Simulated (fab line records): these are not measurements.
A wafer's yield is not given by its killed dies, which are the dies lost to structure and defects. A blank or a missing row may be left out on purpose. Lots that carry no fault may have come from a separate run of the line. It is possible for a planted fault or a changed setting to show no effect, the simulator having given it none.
2 desks looking at one fault ; flow berkeley cmos170 ; every desk sees just its own numbers, and what lay behind them comes last

== FROM THE METROLOGY DESK ==
Means of the sampled wafers that have a number, per lot and without regard to the tool the lot ran on: this is what the gauges read. Marked OUT: a lot whose mean sits more than 4 standard deviations from the usual mean, which makes it out of limits; the brackets give that distance.
Columns: A = M2_OVL at UCB170_M2_OVL_MEAS_16, usual 0 nm; B = cd nm at UCB170_M2_CD_MEAS_90, usual 703 nm; C = V2_TEOS_THK at UCB170_V2_THK_MEAS_01, usual 1984 nm; D = V2_BOW at UCB170_V2_BOW_MEAS_03, usual 38 um; E = V2_POLISHED_THK at UCB170_V2_THK_MEAS_04, usual 1000.2 nm; F = cd nm at UCB170_V2_CD_MEAS_12, usual 700.5 nm; G = V2_OVL at UCB170_V2_OVL_MEAS_13, usual -1 nm
lot;first seen here;A;B;C;D;E;F;G
L826;day 8 21:28;-1;704;1976;48;1001.2;702.1;1
L827;day 9 11:40;1;702;1984;44;1001.3;699.7;-5
L835;day 12 05:36;-1;699;1980;35;1001.1;699.2;-2
L834;day 12 06:20;6;703;1994;35;998.2;701.6;2
L841;day 13 06:44;-3;703;1995;32;999.4;701.6;1
L842;day 13 08:33;-4;706;2029;45;1001.2;699.5;-11
This desk found nothing out of limits on any of the 6 lots.

== FOR THE TOOL OWNER'S DESK: litho track-04 ==
The tool's own readings at UCB170_V2_COAT_07 (resist thk 900 nm): means of the sampled wafers that have a number, for each lot that ran on this tool. Marked OUT: a lot whose mean sits more than 4 standard deviations from the usual mean, which makes it out of limits; the brackets give that distance.
Columns: A = spin speed rpm at UCB170_V2_COAT_07, usual 1500.0 rpm
lot;first seen here;A
L827;day 9 13:10;1498.5
L835;day 12 07:13;1559.6 (+60) OUT
L834;day 12 08:34;1560.0 (+60) OUT
This desk finds L834, L835 out of limits, L835 being first, at day 12 07:13 (spin speed rpm at UCB170_V2_COAT_07). L827: within limits.

== BROUGHT TOGETHER ==
The tool owner's desk could have raised an alarm at day 12 07:13, on L834, L835.
The metrology desk saw nothing out of limits.
The metrology desk holds a record of L834, L835, inside its limits.
On litho track-04, each named lot ran UCB170_V2_COAT_07.

== WHAT THE SIMULATOR HAD PUT IN ==
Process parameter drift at UCB170_V2_COAT_07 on litho track-04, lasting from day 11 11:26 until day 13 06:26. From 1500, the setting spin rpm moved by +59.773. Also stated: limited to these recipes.
Shown lots that were struck: L834, L835.
Delay in hours, fault start to first out-of-limits reading, by desk: the tool owner's desk at 20.
